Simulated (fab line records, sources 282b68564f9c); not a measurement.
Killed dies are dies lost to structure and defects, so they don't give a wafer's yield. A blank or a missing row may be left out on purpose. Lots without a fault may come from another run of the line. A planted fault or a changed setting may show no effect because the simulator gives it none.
Split-lot experiment | flow rit_cmos | 5 lots, 23 wafers read, on a route of 202 steps

THE SPLIT
At RIT_CONTACT_DEVELOP_07 (develop time 120 s), the setting develop_time_s was moved away from the recipe's 120 s on 8 of the 23 wafers read, by -9.0% to +14.1%. The other wafers ran this setting at the recipe's value.

FROM THE SPLIT TO THE READING: what the file shows between them, 4 steps
- RIT_CONTACT_CD_MEAS_08: target cd 1000 nm
- RIT_CONTACT_HARDBAKE_10: time 60 s
- RIT_CONTACT_ETCH_11: etches SiO2 in CHF3/CF4/Ar, stops on TiSi2, target depth 480 nm, time 320 s
- RIT_CONTACT_STRIP_12: strips in O2, time 180 s

THE READING
cd_nm, in nm, at RIT_CONTACT_CD_MEAS_90 (target cd 1000 nm). Fault-free wafers of this fab line usually give 999.4 nm, standard deviation 2.3 nm.

wafer  | tool, chamber at the split | develop_time_s as run, s | against the recipe | cd_nm, nm | against lot-mates on the recipe
L074.1 | litho_track-03, 0          | 120                      | recipe             | 999.3     | -
L074.2 | litho_track-03, 0          | 120                      | recipe             | 998.7     | -
L074.3 | litho_track-03, 0          | 120                      | recipe             | 1000.9    | -
L074.4 | litho_track-03, 0          | 120                      | recipe             | 1001.1    | -
L074.6 | litho_track-03, 0          | 120                      | recipe             | 999.8     | -
L075.1 | litho_track-02, 0          | 120                      | recipe             | 995.1     | -
L075.2 | litho_track-02, 0          | 109.2                    | -9.0%              | 984.7     | -10.9
L075.3 | litho_track-02, 0          | 120                      | recipe             | 994.1     | -
L075.5 | litho_track-02, 0          | 120                      | recipe             | 997.5     | -
L075.6 | litho_track-02, 0          | 109.2                    | -9.0%              | 990.1     | -5.5
L077.1 | litho_track-01, 0          | 136.9                    | +14.1%             | 1005.1    | +10.9
L077.2 | litho_track-01, 0          | 120                      | recipe             | 995.1     | -
L077.3 | litho_track-01, 0          | 136.9                    | +14.1%             | 1003.2    | +9.0
L077.5 | litho_track-01, 0          | 120                      | recipe             | 993.4     | -
L077.6 | litho_track-01, 0          | 136.9                    | +14.1%             | 1005.2    | +11.0
L081.1 | litho_track-02, 0          | 114.1                    | -4.9%              | 996.0     | -0.6
L081.2 | litho_track-02, 0          | 120                      | recipe             | 999.6     | -
L081.4 | litho_track-02, 0          | 114.1                    | -4.9%              | 993.1     | -3.5
L081.5 | litho_track-02, 0          | 114.1                    | -4.9%              | 991.6     | -5.0
L081.6 | litho_track-02, 0          | 120                      | recipe             | 993.6     | -
L084.4 | litho_track-03, 0          | 120                      | recipe             | 1001.2    | -
L084.5 | litho_track-03, 0          | 120                      | recipe             | 1002.9    | -
L084.6 | litho_track-03, 0          | 120                      | recipe             | 999.2     | -

THE FIT
A straight line over all 23 wafers: cd_nm changes by +0.65 nm for each +1% of develop_time_s; r = +0.79; the points scatter about the line by 3.2 nm.
The same after taking each lot's own level away (the mean of its wafers on the recipe; 23 wafers): +0.754 nm for each +1%; r = +0.93; scatter 1.8 nm.
On that fit, the largest move of develop_time_s shifts the reading by 11 nm.
The lots' own levels span 994.25 to 1001.10 nm, that is 3.0 times the standard deviation above.
So the lot-to-lot level blurs the effect unless lot-mates are compared.
Check: with one of the wafers moved furthest among these (+14.1%) left out of the fit, the line predicts +10.4 nm for it against its lot-mates. It came out at +10.9 nm against them.

OTHER SPLITS ON THESE WAFERS
These wafers also went through other splits before the reading. Each is held against what the fit with the lots' levels taken away leaves over:
other split on the same wafers    | wafers away from the commonest value | r with cd_nm (lot level and that fit taken away)
RIT_SDANNEAL_CLEAN_00 time_s      | 10                                   | -0.04
RIT_SILICIDE_SPUTTER_01 power_w   | 6                                    | -0.05
RIT_CONTACT_COAT_03 resist_thk_nm | 9                                    | -0.52

THE WHOLE CHAIN: every reading that the file lists as answering this split, in the file's order
step                   | what it does                                                                | reading                                                        | change (the file's fit)               | r (the file's)
RIT_CONTACT_CD_MEAS_08 | target cd 1000 nm                                                           | cd_nm                                                          | +0.748 nm for each +1% of the setting | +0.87
RIT_CONTACT_ETCH_11    | etches SiO2 in CHF3/CF4/Ar, stops on TiSi2, target depth 480 nm, time 320 s | CONTACT.cd_nm (the simulator's own value, which no gauge read) | +0.758 nm for each +1% of the setting | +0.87
RIT_CONTACT_CD_MEAS_90 | target cd 1000 nm                                                           | cd_nm                                                          | +0.764 nm for each +1% of the setting | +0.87

THE FILE'S OWN FIT
cd_nm changes by +0.764 nm for each +1% of develop_time_s, r = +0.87.
